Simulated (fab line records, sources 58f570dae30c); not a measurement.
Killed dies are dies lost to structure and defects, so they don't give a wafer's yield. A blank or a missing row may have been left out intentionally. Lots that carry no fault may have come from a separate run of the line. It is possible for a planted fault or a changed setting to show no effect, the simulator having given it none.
Code-filled problem report in 8D (eight disciplines) form :: flow berkeleyCmos170 :: the parts of the form that need people (team, actions taken, sign-off) are left out

== 1. WHAT WENT WRONG ==
At UCB170_GATE_WET_ETCH_00, runLengthS averages 156 s over 6 wafers from 2 lots, while fault-free wafers read 230 s, standard deviation 3.6. That is -21 standard deviations from the usual mean.
The step: etches SiO2 in dHF, time 200 s.
The first sign was on wafer L740.1 at day 7 13:58, on wetBench-02. Wafers with a number at this step in the record: 42, from 14 lots. Rule for "out" (also "out of limits"): further than 4 standard deviations from the usual mean. All remaining wafers that have a number are taken as sound.

== 2. WHAT THIS IS AND IS NOT ==
question: which readings at this step
is: runLengthS
is not: -

question: which lots
is: L740, L741
is not: L733, L734, L735, L736, L737, L738, L739, L742, L752, L753, L755, L756

question: which wafers of those lots
is: all that have a number
is not: -

question: read on which tools
is: wetBench-02
is not: wetBench-03, wetBench-04

question: when
is: from day 7 13:58
is not: up to then (24 sound wafers); but 12 sound wafers of L752, L753, L755, L756 came after

== 3. THE SUSPECTS, EACH WITH WHAT RULES IT OUT ==
Counting: a tool at a process step up to the reading stays a suspect if it ran every lot that is out and no sound lot after the first of them.
- wetBench-02 at UCB170_GATE_WET_ETCH_00 (etches SiO2 in dHF, time 200 s): kept. Every lot that is out went through it, starting with L740 (day 7 13:58), and after that it ran no sound lot; the last sound lot it ran before then is L742 (day 7 13:31). On those wafers its own readings are out: runLengthS.
Remaining after the count: wetBench-02 at UCB170_GATE_WET_ETCH_00.

== 4. THE CAUSE (what the simulator had put in) ==
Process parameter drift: wetBench-02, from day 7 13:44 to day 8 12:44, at UCB170_GATE_WET_ETCH_00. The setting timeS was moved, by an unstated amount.
Counting left only this tool.

== 5. THE EFFECT CHAIN, in route order ==
Each row: a reading whose mean over the struck wafers that have a number lies more than 3 standard deviations from the usual. Only readings whose record carries a usual standard deviation are examined. hours: median over the lots of the time between each lot's start at the first step of this table that gives one and its start at this step. sigmas: the change, counted in usual standard deviations.
hours: 0
step: UCB170_GATE_WET_ETCH_00
reading: runLengthS
usual: 230 s
on struck wafers: 156
change: -74
sigmas: -21
It contains these process steps:
- UCB170_GATE_WET_ETCH_00: etches SiO2 in dHF, time 200 s.

== 6. HOW IT WOULD HAVE BEEN CAUGHT EARLIER ==
In this record no reading fell out of limits until day 7 13:58, 0 hours after the fault had begun at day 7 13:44.
